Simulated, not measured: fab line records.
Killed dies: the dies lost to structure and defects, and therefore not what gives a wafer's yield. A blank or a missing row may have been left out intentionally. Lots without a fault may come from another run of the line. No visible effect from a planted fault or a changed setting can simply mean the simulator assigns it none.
Which tool was responsible? | flow berkeley-cmos170 | route of 331 steps, sampled at 1 step: 6 lots, 17 wafers

WHAT THE GAUGES READ, wafer by wafer
UCB170_START_BOW_MEAS_00.
lot  | measured    | on            | INCOMING_BOW (um)
L732 | day 1 15:00 | film-metro-04 | -1 -4 -6
L734 | day 2 01:01 | film-metro-03 | 15 12 -8
L737 | day 2 16:00 | film-metro-01 | 3 6 -3
L740 | day 3 07:00 | film-metro-03 | -7 -1 -10
L742 | day 3 17:00 | film-metro-03 | 10 4
L750 | day 5 09:01 | film-metro-04 | 11 2 -1

EACH LOT AND THE TOOL THAT RAN IT (in order: tool; ch and the chambers of the sampled wafers; start)
Before these readings, the record contains no process step.

THE ANSWER, worked out from the rows above alone
Rule: what is usual is taken from the lots themselves. The widest of any qualifying gaps counts: lots, ordered by their means at a reading, are off when they make up no more than a third of the lots, leave a main group of 4 or more, and stand apart from it by 3 or more times the standard deviation of that group's means. A main group is skipped when, at the precision printed for the reading in the tables above, its means are all equal. A lot without any number at a reading at which 4 lots or more have one is off too. The other lots that the step has rows for count as sound.
Across all readings shown, no lot is off: no conclusion can be drawn from this.

WHAT THE SIMULATOR HAD PUT IN
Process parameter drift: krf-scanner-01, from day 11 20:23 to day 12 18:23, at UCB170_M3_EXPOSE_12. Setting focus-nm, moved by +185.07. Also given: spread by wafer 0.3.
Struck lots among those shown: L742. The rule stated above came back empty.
